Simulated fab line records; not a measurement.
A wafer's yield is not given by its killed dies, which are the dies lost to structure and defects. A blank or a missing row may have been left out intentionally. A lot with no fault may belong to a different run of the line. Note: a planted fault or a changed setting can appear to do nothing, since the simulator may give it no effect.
Which tool did it? :: flow berkeley_cmos170 :: 18 wafers from 6 lots sampled at 2 of the route's 331 steps

== WHAT THE GAUGES READ, wafer by wafer ==
UCB170_CONTACT_THK_MEAS_02.
lot: L971
measured: day 8 13:11
on: film_metro-02
CONTACT_PSG_THK (nm): 696 697 695

lot: L974
measured: day 8 13:19
on: film_metro-02
CONTACT_PSG_THK (nm): 703 708 696

lot: L976
measured: day 9 11:42
on: film_metro-02
CONTACT_PSG_THK (nm): 700 699 701

lot: L987
measured: day 11 01:46
on: film_metro-01
CONTACT_PSG_THK (nm): 754 757 754

lot: L985
measured: day 11 03:43
on: film_metro-02
CONTACT_PSG_THK (nm): 695 699 694

lot: L993
measured: day 12 05:46
on: film_metro-04
CONTACT_PSG_THK (nm): 712 704 705

== WHAT TOOL EACH LOT RAN ON (gives the tool, then ch and the chambers of the sampled wafers, and finally the start) ==
lot: L971
UCB170_CONTACT_CVD_01: lpcvd-01 ch 0, day 8 10:30

lot: L974
UCB170_CONTACT_CVD_01: lpcvd-01 ch 0, day 8 10:30

lot: L976
UCB170_CONTACT_CVD_01: lpcvd-02 ch 1, day 9 09:54

lot: L987
UCB170_CONTACT_CVD_01: lpcvd-01 ch 1, day 10 23:58

lot: L985
UCB170_CONTACT_CVD_01: lpcvd-02 ch 1, day 11 01:56

lot: L993
UCB170_CONTACT_CVD_01: lpcvd-02 ch 1, day 12 03:05
- UCB170_CONTACT_CVD_01: deposits PSG from SiH4/O2/PH3, target thk 700 nm, time 2820 s.

== THE ANSWER, worked out from the rows above alone ==
Rule: usual is defined by the lots themselves. Put in order of their means at a reading, lots are off if they are a third of the lots or fewer, leave a main group of 4 or more, and stand apart from it by a gap of 3 or more times the standard deviation of the main group's means; of several such gaps the widest counts. A main group whose means are all the same, to the digits that the tables above print for the reading, isn't used. Also off: a lot with no number at a reading for which 4 or more lots have one. All remaining lots with rows at the step are treated as sound.
Off: L987, seen at UCB170_CONTACT_THK_MEAS_02 (CONTACT_PSG_THK). Main group: mean 700 nm, sd 4.1.
If a tool, at a process step before that reading, ran all the lots that are off and no sound lot after the first of them, it fits. Gauges at UCB170_CONTACT_THK_MEAS_02: tried the same way as those tools. 2 tools fit, lpcvd-01 at UCB170_CONTACT_CVD_01 and film_metro-01 at UCB170_CONTACT_THK_MEAS_02, so this cannot tell which one it is.

== WHAT THE SIMULATOR PUT IN ==
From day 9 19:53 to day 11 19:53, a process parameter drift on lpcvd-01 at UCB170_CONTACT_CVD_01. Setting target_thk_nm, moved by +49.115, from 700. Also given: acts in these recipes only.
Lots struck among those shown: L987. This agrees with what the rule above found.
